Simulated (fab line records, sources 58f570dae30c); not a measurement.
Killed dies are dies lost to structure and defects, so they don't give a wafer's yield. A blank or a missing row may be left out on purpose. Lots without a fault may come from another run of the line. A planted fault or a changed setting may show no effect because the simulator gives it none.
Problem report in the 8D (eight disciplines) form, filled by code | flow berkeley_cmos170 | the parts of the form that need people (team, actions taken, sign-off) are left out

1. THE PROBLEM
PLDD_TW at UCB170_PLDD_TW_MEAS_11 reads a mean of 940 on 6 wafers of 2 lots; wafers without a fault read 1008 with a standard deviation of 8.3. That is -8.2 standard deviations from the usual mean.
First seen on wafer L538.1, day 10 13:33, on film_metro-03. The record holds 42 wafers of 14 lots with a number at this step. Rule for "out", or "out of limits": more than 4 standard deviations from the usual mean. The other wafers with a number count as sound.

2. WHAT IT IS AND WHAT IT IS NOT
question                    | is                     | is not
which readings at this step | PLDD_TW                | -
which lots                  | L538, L539             | L524, L525, L526, L528, L530, L531, L536, L540, L541, L542, L544, L547
which wafers of those lots  | all that have a number | -
read on which gauges        | film_metro-03          | film_metro-01, film_metro-02
when                        | from day 10 13:33      | up to then (21 sound wafers); but 15 sound wafers of L540, L541, L542, L544, L547 came after

3. SUSPECTS, AND WHAT RULES EACH OUT
Counting: a tool at a process step up to the reading stays a suspect if it ran every lot that is out and no sound lot after the first of them.
- the gauge at UCB170_PLDD_TW_MEAS_11: ruled out. All the wafers that are out were read on film_metro-03, but those of them that UCB170_PLDD_IMPLANT_09 has rows for are out there too, on other tools.
- implanter-04 at UCB170_PLDD_IMPLANT_09: kept. It ran every lot that is out, first L538 (day 10 13:18), and no sound lot after that; its last sound lot up to then is L528 (day 8 03:33). Its own readings are out on those wafers: dose_ions_cm2, faraday_current_uA.
Left after counting: implanter-04 at UCB170_PLDD_IMPLANT_09.

4. THE CAUSE (what the simulator had put in)
Process parameter drift: implanter-04, from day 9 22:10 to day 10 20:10, at UCB170_PLDD_IMPLANT_09. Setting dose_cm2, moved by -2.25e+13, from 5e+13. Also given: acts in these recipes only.
Counting left only this tool.

5. THE CHAIN OF EFFECTS, in route order
Each row: a reading whose mean over the struck wafers that have a number lies more than 3 standard deviations from the usual. Only readings for which the record gives a usual standard deviation are gone through. hours: the time from each lot's start at the first step in this table that gives one to its start at this step, as a median over the lots. sigmas: the change in usual standard deviations.
hours | step                       | reading            | usual         | on struck wafers | change | sigmas
0     | UCB170_PLDD_IMPLANT_09     | dose_ions_cm2      | 5e+13         | 3e+13            | -2e+13 | -99 or more
0     | UCB170_PLDD_IMPLANT_09     | faraday_current_uA | 159           | 88               | -71    | -23
0     | UCB170_PLDD_TW_MEAS_11     | PLDD_TW            | 1008          | 940              | -68    | -8.2
15    | UCB170_SDANNEAL_RS_MEAS_04 | PLDD_RS            | 1031.8 ohm/sq | 1258.0           | +226.2 | +78
The process steps in it:
- UCB170_PLDD_IMPLANT_09

6. WHAT WOULD HAVE CAUGHT IT SOONER
In this record the first reading out of limits at a measuring or inspecting step was taken at day 10 13:33, 15 hours after the fault began at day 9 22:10.
The tool's own readings at UCB170_PLDD_IMPLANT_09 were out on every struck wafer that the step has a row for (dose_ions_cm2, faraday_current_uA): an alarm limit on them would have fired on the first of those.
Of the lots that are out (2), L539 began UCB170_PLDD_IMPLANT_09 on implanter-04 after day 10 13:33. A hold on the tool at that time would have spared it.
